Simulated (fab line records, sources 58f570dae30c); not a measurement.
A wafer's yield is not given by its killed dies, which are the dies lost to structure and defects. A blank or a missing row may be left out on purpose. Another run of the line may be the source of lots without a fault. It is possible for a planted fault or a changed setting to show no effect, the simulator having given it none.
Chamber matching    flow berkeleyCmos170    4 sister chambers for UCB170_M1_ETCH_11 on rieDiel-04
The step etches BARC in N2/H2. 7 wafers are shown with their chamber, then 7 later ones without.

## WAFERS WITH THEIR CHAMBER
wafer   chamber  throttleValvePct (%)  oesProductAu (a.u.)
L621.3  1        13.00                 1.003
L629.2  1        13.01                 0.999
L630.4  2        13.44                 1.006
L630.5  0        13.40                 1.000
L630.6  3        13.29                 1.020
L634.3  0        13.40                 0.994
L634.5  3        13.31                 1.018

## WAFERS WITH NO CHAMBER GIVEN
wafer   throttleValvePct (%)  oesProductAu (a.u.)
L634.6  13.39                 1.006
L637.1  13.41                 0.984
L637.5  13.40                 0.990
L637.6  13.45                 0.999
L639.1  13.27                 0.989
L639.4  13.00                 0.996
L639.5  13.29                 0.986

## THE CHAMBER EACH PASSED THROUGH
wafer   from the rows above      in truth
L634.6  0                        0
L637.1  0                        0
L637.5  0                        0
L637.6  2                        2
L639.1  3                        3
L639.4  1                        1
L639.5  can't be placed: 3 or 0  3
6 of 7 placed correctly. Unplaceable from these rows: 1, with the true chamber sitting among the candidates in 1. Placed wrongly: 0.
How it was worked out, from the rows above alone: a wafer's distance from a chamber is the root of the sum, over the readings, of the square of ((its reading less the chamber's mean) divided by the reading's scatter). If the next closest chamber is less than 2 further off than the closest, the wafer can't be placed; otherwise it belongs to the closest. Each chamber's mean is taken over the wafers shown for it. The scatter: take each reading less its chamber's mean, square it, sum over the shown wafers, divide by the number of wafers less the number of chambers, and take the root.
